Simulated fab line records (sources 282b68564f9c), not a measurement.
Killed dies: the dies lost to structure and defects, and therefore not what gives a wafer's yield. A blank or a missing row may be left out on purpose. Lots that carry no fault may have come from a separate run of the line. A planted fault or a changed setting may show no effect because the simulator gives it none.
fab line records -- flow rit-cmos
[record] lots = 13, wafers = 39, last-day = 7
route steps=202 shown REOX@98 NSD@140 CONTACT@176 M1@198
lots that met no fault: from a run of the same line without faults
start-h: hours from the record's opening day to when the first of the lot's shown wafers began -- wait-h: hours since the lot's step before -- " identical to the entry in the row above -- L1.1+2: several wafers, shown together as one row -- - no value, or no start given -- * or withheld: withheld -- < > ~ a bound
route shown NAME@n: names a module that has steps shown in the file, with the first one's number in the route -- usual: mean and standard deviation over wafers with no fault -- same: alike in all rows -- chamber/n: place in a boat -- sites: each site's reading -- _std_site: how widely they spread, as a standard deviation -- _edge_site: inner sites' mean taken away from outer sites' mean -- radius-mm: how far each site lies from the wafer's centre -- mask NAME#n: copy n -- behind: the last tool/chamber to shape the wafer -- hold: reason for holding the lot/hours on hold/outcome of the hold -- device: which transistor (n, p or np) failed to switch -- end of line: tests of these same wafers at the route's end -- step lacking rows: just its recipe -- killed: dies lost to structure and defects at the first sort, not the wafer's yield -- map: the dies of a wafer, with x for killed, . for not killed, _ for no die there
set.NAME: the setting as run; set.NAME@STEP: as run at that earlier step -- model.NAME: the simulator's own value behind a step, which no gauge read
one table for each step of the route and one row for each wafer, over a sample of lots
services: the hour from which a tool's chamber was out of use, counted from the record's first day as start-h (under 0 if before that day), plus the number of hours and why
[[steps]]
[step RIT_REOX_CLEAN_00]
[recipe] chemistry = SC1, mix = 3:3:50, time-s = 600, temp-c = 75
[usual] temp-c = 74.99/0.14
lot.wafer,tool,chamber,start-h,wait-h,temp-c
L452.2,wet-bench-03,3,37.67,0.1,74.86
L452.3,wet-bench-03,3,37.67,0.1,74.91
L452.6,wet-bench-03,3,37.67,0.1,74.93
L453.3,wet-bench-04,3,42.14,0.1,74.92
L453.4,wet-bench-04,3,42.14,0.1,75.05
L453.6,wet-bench-04,3,42.14,0.1,75.10
L454.2,wet-bench-04,2,46.70,0.1,74.88
L454.3,wet-bench-04,2,46.70,0.1,75.10
L454.6,wet-bench-04,2,46.70,0.1,74.99
L457.1,wet-bench-02,1,62.42,0.1,74.77
L457.2,wet-bench-02,1,62.42,0.1,74.69
L457.5,wet-bench-02,1,62.42,0.1,74.75
L459.1,wet-bench-02,1,74.29,0.1,74.94
L459.2,wet-bench-02,1,74.29,0.1,74.99
L459.5,wet-bench-02,1,74.29,0.1,74.90
L460.1,wet-bench-03,3,78.22,0.1,75.15
L460.5,wet-bench-03,3,78.22,0.1,74.82
L460.6,wet-bench-03,3,78.22,0.1,74.89
L462.3,wet-bench-04,2,86.89,0.1,75.26
L462.4,wet-bench-04,2,86.89,0.1,75.52
L462.6,wet-bench-04,2,86.89,0.1,75.25
L463.1,wet-bench-03,3,93.82,0.1,75.07
L463.4,wet-bench-03,3,93.82,0.1,75.09
L463.6,wet-bench-03,3,93.82,0.1,74.78
L464.1,wet-bench-02,3,96.25,0.1,75.06
L464.2,wet-bench-02,3,96.25,0.1,74.98
L464.4,wet-bench-02,3,96.25,0.1,75.20
L468.3,wet-bench-02,3,117.26,0.1,74.81
L468.5,wet-bench-02,3,117.26,0.1,74.70
L468.6,wet-bench-02,3,117.26,0.1,74.92
L472.4,wet-bench-03,2,137.63,0.0,77.40
L472.5,wet-bench-03,2,137.63,0.0,77.57
L472.6,wet-bench-03,2,137.63,0.0,77.28
L474.2,wet-bench-02,3,150.02,0.1,75.01
L474.4,wet-bench-02,3,150.02,0.1,75.00
L474.5,wet-bench-02,3,150.02,0.1,75.11
L475.1,wet-bench-03,3,154.91,0.1,75.13
L475.2,wet-bench-03,3,154.91,0.1,74.85
L475.6,wet-bench-03,3,154.91,0.1,74.95
[step RIT_NSD_STRIP_09]
[recipe] chemistry = O2, time-s = 180, resist = NOVOLAK, platen-temp-c = withheld, power-w = 500, pressure-mtorr = 4000, o2-flow-sccm = 4000
[usual] drypump-motor-current-A = 5.57/0.29
lot.wafer,tool,chamber,start-h,wait-h,drypump-motor-current-A,rf-hours-counter-h
L452.2,plasma-asher-04,1,47.48,0.1,5.35,25
L452.3,plasma-asher-04,0,47.48,0.1,5.69,-
L452.6,plasma-asher-04,1,47.48,0.1,5.35,-
L453.3,plasma-asher-04,1,51.70,0.1,5.37,-
L453.4,plasma-asher-04,0,51.70,0.1,5.68,-
L453.6,plasma-asher-04,0,51.70,0.1,5.71,-
L454.2,plasma-asher-03,0,57.68,0.1,4.98,41
L454.3,plasma-asher-03,1,57.68,0.1,5.80,-
L454.6,plasma-asher-03,1,57.68,0.1,5.83,-
L457.1,plasma-asher-04,0,72.88,0.1,5.71,28
L457.2,plasma-asher-04,1,72.88,0.1,5.33,28
L457.5,plasma-asher-04,1,72.88,0.1,5.36,-
L459.1,plasma-asher-02,0,85.65,0.1,5.99,44
L459.2,plasma-asher-02,1,85.65,0.1,5.75,44
L459.5,plasma-asher-02,1,85.65,0.1,5.71,-
L460.1,plasma-asher-03,1,88.74,0.1,5.81,45
L460.5,plasma-asher-03,1,88.74,0.1,5.83,-
L460.6,plasma-asher-03,0,88.74,0.1,5.00,-
L462.3,plasma-asher-04,1,96.90,0.1,5.36,-
L462.4,plasma-asher-04,0,96.90,0.1,5.73,-
L462.6,plasma-asher-04,0,96.90,0.1,5.72,-
L463.1,plasma-asher-02,0,103.48,0.1,5.95,46
L463.4,plasma-asher-02,0,103.48,0.1,5.95,-
L463.6,plasma-asher-02,1,103.48,0.1,5.76,-
L464.1,plasma-asher-03,1,106.21,0.1,5.79,47
L464.2,plasma-asher-03,0,106.21,0.1,4.96,47
L464.4,plasma-asher-03,0,106.21,0.1,4.98,-
L468.3,plasma-asher-04,1,127.34,0.1,5.35,-
L468.5,plasma-asher-04,1,127.34,0.1,5.34,-
L468.6,plasma-asher-04,0,127.34,0.1,5.75,-
L472.4,plasma-asher-04,0,149.36,0.1,5.73,-
L472.5,plasma-asher-04,1,149.36,0.1,5.34,-
L472.6,plasma-asher-04,0,149.36,0.1,5.74,-
L474.2,plasma-asher-04,0,160.34,0.1,5.69,36
L474.4,plasma-asher-04,1,160.34,0.1,5.34,-
L474.5,plasma-asher-04,1,160.34,0.1,5.33,-
L475.1,plasma-asher-04,1,166.15,0.1,5.35,37
L475.2,plasma-asher-04,0,166.15,0.1,5.69,37
L475.6,plasma-asher-04,1,166.15,0.1,5.34,-
[step RIT_CONTACT_CD_MEAS_08]
[recipe] target-cd-nm = 1000
[usual] cd-nm = 999.8/2.2
lot.wafer,tool,chamber,start-h,wait-h,cd-nm
L452.2,cd-sem-02,-,52.02,-,995.6
L452.3,cd-sem-02,-,52.02,-,997.5
L452.6,cd-sem-02,-,52.02,-,998.4
L453.3,cd-sem-02,-,56.23,-,1002.9
L453.4,cd-sem-02,-,56.23,-,1004.3
L453.6,cd-sem-02,-,56.23,-,1001.4
L454.2,cd-sem-01,-,61.99,-,1000.5
L454.3,cd-sem-01,-,61.99,-,1001.9
L454.6,cd-sem-01,-,61.99,-,1001.7
L457.1,cd-sem-01,-,77.23,-,1000.1
L457.2,cd-sem-01,-,77.23,-,1001.4
L457.5,cd-sem-01,-,77.23,-,1003.4
L459.1,cd-sem-02,-,90.01,-,998.2
L459.2,cd-sem-02,-,90.01,-,997.9
L459.5,cd-sem-02,-,90.01,-,999.3
L460.1,cd-sem-01,-,93.24,-,1002.4
L460.5,cd-sem-01,-,93.24,-,1004.5
L460.6,cd-sem-01,-,93.24,-,1004.5
L462.3,cd-sem-02,-,101.19,-,1000.2
L462.4,cd-sem-02,-,101.19,-,1001.4
L462.6,cd-sem-02,-,101.19,-,1000.3
L463.1,cd-sem-02,-,107.79,-,1001.8
L463.4,cd-sem-02,-,107.79,-,1000.7
L463.6,cd-sem-02,-,107.79,-,998.4
L464.1,cd-sem-01,-,110.57,-,1000.5
L464.2,cd-sem-01,-,110.57,-,998.2
L464.4,cd-sem-01,-,110.57,-,998.7
L468.3,cd-sem-02,-,131.64,-,1000.6
L468.5,cd-sem-02,-,131.64,-,998.3
L468.6,cd-sem-02,-,131.64,-,1000.9
L472.4,cd-sem-01,-,153.66,-,994.6
L472.5,cd-sem-01,-,153.66,-,995.8
L472.6,cd-sem-01,-,153.66,-,996.6
L474.2,cd-sem-02,-,164.72,-,1000.6
L474.4,cd-sem-02,-,164.72,-,999.9
L474.5,cd-sem-02,-,164.72,-,1000.7
L475.1,cd-sem-01,-,170.55,-,1002.2
L475.2,cd-sem-01,-,170.55,-,1004.0
L475.6,cd-sem-01,-,170.55,-,1002.3
[step RIT_M1_STRIP_14]
[recipe] chemistry = O2, time-s = 180, platen-temp-c = withheld, power-w = 500, pressure-mtorr = 4000, o2-flow-sccm = 4000
[usual] drypump-motor-current-A = 5.7/0.39
lot.wafer,tool,chamber,start-h,wait-h,drypump-motor-current-A,rf-hours-counter-h
L452.2,plasma-asher-02,0,55.26,0.0,6.0,41
L452.3,plasma-asher-02,1,55.26,0.0,5.7,-
L452.6,plasma-asher-02,1,55.26,0.0,5.8,-
L453.3,plasma-asher-03,1,59.51,0.1,5.8,-
L453.4,plasma-asher-03,0,59.51,0.1,4.9,-
L453.6,plasma-asher-03,1,59.51,0.1,5.8,-
L454.2,plasma-asher-02,1,65.34,0.0,5.8,42
L454.3,plasma-asher-02,0,65.34,0.0,6.0,-
L454.6,plasma-asher-02,1,65.34,0.0,5.8,-
L457.1,plasma-asher-03,1,80.69,0.0,5.8,44
L457.2,plasma-asher-03,0,80.69,0.0,5.0,44
L457.5,plasma-asher-03,1,80.69,0.0,5.8,-
L459.1,plasma-asher-03,1,93.27,0.0,5.8,45
L459.2,plasma-asher-03,0,93.27,0.0,5.0,45
L459.5,plasma-asher-03,0,93.27,0.0,5.0,-
L460.1,plasma-asher-03,0,96.62,0.0,5.0,45
L460.5,plasma-asher-03,1,96.62,0.0,5.8,-
L460.6,plasma-asher-03,0,96.62,0.0,5.0,-
L462.3,plasma-asher-01,1,104.47,0.1,6.2,-
L462.4,plasma-asher-01,0,104.47,0.1,5.3,-
L462.6,plasma-asher-01,0,104.47,0.1,5.3,-
L463.1,plasma-asher-02,0,111.18,0.0,6.0,47
L463.4,plasma-asher-02,1,111.18,0.0,5.7,-
L463.6,plasma-asher-02,1,111.18,0.0,5.8,-
L464.1,plasma-asher-02,1,113.92,0.0,5.8,47
L464.2,plasma-asher-02,0,113.92,0.0,6.0,47
L464.4,plasma-asher-02,1,113.92,0.0,5.7,-
L468.3,plasma-asher-02,1,135.10,0.1,5.8,-
L468.5,plasma-asher-02,0,135.10,0.1,6.0,-
L468.6,plasma-asher-02,1,135.10,0.1,5.8,-
L472.4,plasma-asher-01,0,156.97,0.1,5.3,-
L472.5,plasma-asher-01,0,156.97,0.1,5.3,-
L472.6,plasma-asher-01,1,156.97,0.1,6.2,-
L474.2,plasma-asher-02,1,168.34,0.0,5.8,53
L474.4,plasma-asher-02,0,168.34,0.0,5.9,-
L474.5,plasma-asher-02,0,168.34,0.0,6.0,-
L475.1,plasma-asher-02,1,173.87,0.0,5.7,54
L475.2,plasma-asher-02,0,173.87,0.0,6.0,54
L475.6,plasma-asher-02,0,173.87,0.0,6.0,-
[step RIT_M1_PROBE_99]
[usual] killed-at-contacts = 0.1/0.34, killed-at-front-end = 7/3, killed-dies = 7/3.1, killed-on-rim = 1.7/1.3, killed-open = 3.4/1.9, killed-short = 3.4/2.1
[same] gross-dies = 264, killed_at_M0_to_M3 = 0, killed_at_M4_up = 0, killed-at-back-side = 0, killed-at-other = 0
lot.wafer,tool,chamber,start-h,wait-h,killed-at-contacts,killed-at-front-end,killed-dies,killed-on-rim,killed-open,killed-short
L452.2,prober-02,-,57.23,0.1,0,5,5,0,3,2
L452.3,prober-02,-,57.28,0.2,0,2,2,0,1,1
L452.6,prober-02,-,57.43,0.2,0,3,3,1,2,1
L453.3,prober-01,-,61.46,0.2,0,14,14,1,7,7
L453.4,prober-01,-,61.51,0.2,0,5,5,3,3,2
L453.6,prober-01,-,61.61,0.2,0,7,7,3,4,3
L454.2,prober-02,-,68.62,0.1,0,5,5,1,1,4
L454.3,prober-02,-,68.67,0.2,1,10,11,1,6,5
L454.6,prober-02,-,68.82,0.2,0,11,11,1,6,5
L457.1,prober-01,-,82.88,0.1,0,7,7,2,5,2
L457.2,prober-01,-,82.93,0.1,0,4,4,0,2,2
L457.5,prober-01,-,83.08,0.2,0,4,4,0,3,1
L459.1,prober-01,-,95.19,0.1,0,3,3,0,3,0
L459.2,prober-01,-,95.24,0.1,0,9,9,2,4,5
L459.5,prober-01,-,95.39,0.2,0,5,5,3,2,3
L460.1,prober-02,-,98.60,0.1,0,8,8,2,4,4
L460.5,prober-02,-,98.80,0.2,0,9,9,3,7,2
L460.6,prober-02,-,98.85,0.2,2,15,17,3,9,8
L462.3,prober-02,-,106.42,0.2,0,7,7,3,3,4
L462.4,prober-02,-,106.47,0.2,0,7,7,4,5,2
L462.6,prober-02,-,106.57,0.2,0,2,2,0,1,1
L463.1,prober-01,-,113.14,0.1,0,4,4,1,0,2
L463.4,prober-01,-,113.29,0.2,0,9,9,3,4,4
L463.6,prober-01,-,113.39,0.2,0,10,10,2,4,5
L464.1,prober-02,-,116.79,0.1,0,4,4,2,2,2
L464.2,prober-02,-,116.84,0.1,0,8,8,3,4,4
L464.4,prober-02,-,116.94,0.2,0,6,6,1,3,3
L468.3,prober-02,-,138.32,0.2,0,5,5,1,4,1
L468.5,prober-02,-,138.42,0.2,0,5,5,3,3,2
L468.6,prober-02,-,138.47,0.2,0,7,7,1,4,3
L472.4,prober-01,-,158.98,0.2,0,5,5,1,5,0
L472.5,prober-01,-,159.03,0.2,0,4,4,1,3,1
L472.6,prober-01,-,159.08,0.2,0,5,5,0,4,1
L474.2,prober-01,-,171.03,0.1,1,7,8,1,4,4
L474.4,prober-01,-,171.13,0.2,0,8,8,4,6,2
L474.5,prober-01,-,171.18,0.2,0,16,16,4,10,6
L475.1,prober-02,-,175.78,0.1,0,6,6,1,1,4
L475.2,prober-02,-,175.83,0.1,0,4,4,1,0,4
L475.6,prober-02,-,176.03,0.2,0,8,8,3,3,4
// killed by level:class
L452.2 FOX1:geometric-particle:short=1 FOX1:geometric-particle:open=1 GATE:geometric-particle:open=1 GATE:geometric-particle:short=1 SPACER:geometric-particle:open=1
L452.3 FOX2:geometric-particle:open=1 GATE:geometric-particle:short=1
L452.6 GATE:geometric-particle:open=1 SPACER:geometric-particle:short=1 SILICIDE:geometric-particle:open=1
L453.3 FOX1:geometric-particle:short=4 FOX1:geometric-particle:open=3 GATE:geometric-particle:open=3 GATE:geometric-particle:short=3 SPACER:geometric-particle:open=1
L453.4 GATE:geometric-particle:open=2 REOX:geometric-particle:short=1 SPACER:geometric-particle:open=1 SILICIDE:geometric-particle:short=1
L453.6 GATE:geometric-particle:short=2 SPACER:geometric-particle:open=2 FOX1:geometric-particle:open=1 GATE:geometric-particle:open=1 SILICIDE:geometric-particle:short=1
L454.2 SPACER:geometric-particle:short=2 FOX1:geometric-particle:short=1 GATE:geometric-particle:short=1 SILICIDE:geometric-particle:open=1
L454.3 SPACER:geometric-particle:short=3 FOX1:geometric-particle:open=2 GATE:geometric-particle:short=2 GATE:geometric-particle:open=2 REOX:geometric-particle:open=1 CONTACT:geometric-particle:open=1
L454.6 FOX1:geometric-particle:open=3 GATE:geometric-particle:short=3 REOX:geometric-particle:open=2 GATE:geometric-particle:open=1 REOX:geometric-particle:short=1 SILICIDE:geometric-particle:short=1
L457.1 REOX:geometric-particle:short=2 FOX1:geometric-particle:open=1 GATE:geometric-particle:open=1 REOX:geometric-particle:open=1 SPACER:geometric-particle:open=1 SILICIDE:geometric-particle:open=1
L457.2 FOX1:geometric-particle:open=1 FOX2:geometric-particle:short=1 GATE:geometric-particle:open=1 SPACER:geometric-particle:short=1
L457.5 FOX1:geometric-particle:open=1 FOX1:geometric-particle:short=1 FOX2:geometric-particle:open=1 SPACER:geometric-particle:open=1
L459.1 GATE:geometric-particle:open=2 SPACER:geometric-particle:open=1
L459.2 GATE:geometric-particle:short=2 FOX1:geometric-particle:open=1 FOX1:geometric-particle:short=1 FOX2:geometric-particle:open=1 GATE:geometric-particle:open=1 REOX:geometric-particle:short=1 SILICIDE:geometric-particle:short=1 SILICIDE:geometric-particle:open=1
L459.5 ACTIVE:geometric-particle:short=1 FOX1:geometric-particle:short=1 GATE:geometric-particle:short=1 GATE:geometric-particle:open=1 REOX:geometric-particle:open=1
L460.1 GATE:geometric-particle:short=3 GATE:geometric-particle:open=1 REOX:geometric-particle:short=1 REOX:geometric-particle:open=1 SPACER:geometric-particle:open=1 SILICIDE:geometric-particle:open=1
L460.5 GATE:geometric-particle:open=3 GATE:geometric-particle:short=2 FOX2:geometric-particle:open=1 REOX:geometric-particle:open=1 SPACER:geometric-particle:open=1 SILICIDE:geometric-particle:open=1
L460.6 GATE:geometric-particle:open=5 GATE:geometric-particle:short=3 SILICIDE:geometric-particle:short=2 FOX1:geometric-particle:open=1 FOX2:geometric-particle:short=1 SPACER:geometric-particle:short=1 SPACER:geometric-particle:open=1 SILICIDE:geometric-particle:open=1
L462.3 GATE:geometric-particle:short=2 REOX:geometric-particle:open=2 FOX1:geometric-particle:short=1 GATE:geometric-particle:open=1 SILICIDE:geometric-particle:short=1
L462.4 FOX1:geometric-particle:open=4 FOX1:geometric-particle:short=1 GATE:geometric-particle:open=1 GATE:geometric-particle:short=1
L462.6 FOX1:geometric-particle:open=1 GATE:geometric-particle:short=1
L463.1 FOX1:geometric-particle:short=2 NLDD:coat-microbubble-printed=1 PSD:coat-microbubble-printed=1
L463.4 FOX1:geometric-particle:short=2 SILICIDE:geometric-particle:open=2 FOX1:geometric-particle:open=1 GATE:geometric-particle:open=1 GATE:geometric-particle:short=1 REOX:geometric-particle:short=1 NSD:coat-microbubble-printed=1
L463.6 GATE:geometric-particle:short=3 FOX1:geometric-particle:short=2 FOX1:geometric-particle:open=1 FOX2:geometric-particle:open=1 GATE:geometric-particle:open=1 SPACER:geometric-particle:open=1 NSD:coat-microbubble-printed=1
L464.1 FOX1:geometric-particle:open=1 FOX1:geometric-particle:short=1 FOX2:geometric-particle:open=1 GATE:geometric-particle:short=1
L464.2 FOX1:geometric-particle:short=2 GATE:geometric-particle:open=2 GATE:geometric-particle:short=2 FOX1:geometric-particle:open=1 SPACER:geometric-particle:open=1
L464.4 FOX2:geometric-particle:short=1 GATE:geometric-particle:open=1 GATE:geometric-particle:short=1 REOX:geometric-particle:open=1 SILICIDE:geometric-particle:short=1 SILICIDE:geometric-particle:open=1
L468.3 FOX1:geometric-particle:open=2 FOX1:geometric-particle:short=1 GATE:geometric-particle:open=1 SPACER:geometric-particle:open=1
L468.5 FOX2:geometric-particle:open=2 FOX1:geometric-particle:short=1 GATE:geometric-particle:open=1 GATE:geometric-particle:short=1
L468.6 FOX2:geometric-particle:open=2 FOX2:geometric-particle:short=1 GATE:geometric-particle:short=1 GATE:geometric-particle:open=1 SPACER:geometric-particle:short=1 SILICIDE:geometric-particle:open=1
L472.4 GATE:geometric-particle:open=3 FOX2:geometric-particle:open=1 REOX:geometric-particle:open=1
L472.5 GATE:geometric-particle:open=2 FOX1:geometric-particle:open=1 GATE:geometric-particle:short=1
L472.6 GATE:geometric-particle:open=3 SPACER:geometric-particle:open=1 SILICIDE:geometric-particle:short=1
L474.2 FOX1:geometric-particle:short=2 GATE:geometric-particle:short=2 SILICIDE:geometric-particle:open=2 GATE:geometric-particle:open=1 CONTACT:geometric-particle:open=1
L474.4 GATE:geometric-particle:open=6 GATE:geometric-particle:short=1 SILICIDE:geometric-particle:short=1
L474.5 GATE:geometric-particle:open=8 GATE:geometric-particle:short=4 REOX:geometric-particle:short=2 REOX:geometric-particle:open=1 SILICIDE:geometric-particle:open=1
L475.1 FOX1:geometric-particle:short=2 GATE:geometric-particle:short=1 GATE:geometric-particle:open=1 SPACER:geometric-particle:short=1 PSD:coat-microbubble-printed=1
L475.2 GATE:geometric-particle:short=2 FOX1:geometric-particle:short=1 SPACER:geometric-particle:short=1
L475.6 FOX1:geometric-particle:short=2 GATE:geometric-particle:open=2 GATE:geometric-particle:short=1 REOX:geometric-particle:open=1 REOX:geometric-particle:short=1 PSD:coat-microbubble-printed=1
[[services]]
tool,chamber,start-h,hours,kind
plasma-asher-02,-,30.99,2.8,pm
wet-bench-03,-,72.83,1.5,repair
wet-bench-03,-,88.86,2.9,repair
plasma-asher-01,-,108.75,9.0,pm
plasma-asher-01,0,108.75,9.0,vent-cycle
plasma-asher-01,1,108.75,9.0,vent-cycle
plasma-asher-01,0,117.75,-,clean
plasma-asher-01,1,117.75,-,clean
plasma-asher-04,-,130.92,14.6,repair
wet-bench-04,-,163.41,1.9,pm
[[key]]
[first-sign] step = RIT_REOX_CLEAN_00, reading = temp-c, direction = up, sigmas = 18, usual = *, struck = *
effect none on later readings
met-at RIT_REOX_CLEAN_00
struck-lots L472
struck-wafers L472.4,L472.5,L472.6
tester-left-out L472
not-acting-at RIT_NSD_STRIP_09,RIT_CONTACT_CD_MEAS_08,RIT_M1_STRIP_14
[fault] kind = process-parameter-drift, tool = wet-bench-03, chamber = 2, onset-h = 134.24, steps = RIT_REOX_CLEAN_00, channel = temp-c, offset = *, shape = step, end-h = 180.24, acts-in = *, stated = *
// tester-left-out: of these lots the tester's yield and bins aren't shown, on N5 and GAA mostly nor the transistor test; their killed dies are dies lost to structure and defects alone, not to doping, threshold or leakage, so they don't give the yield
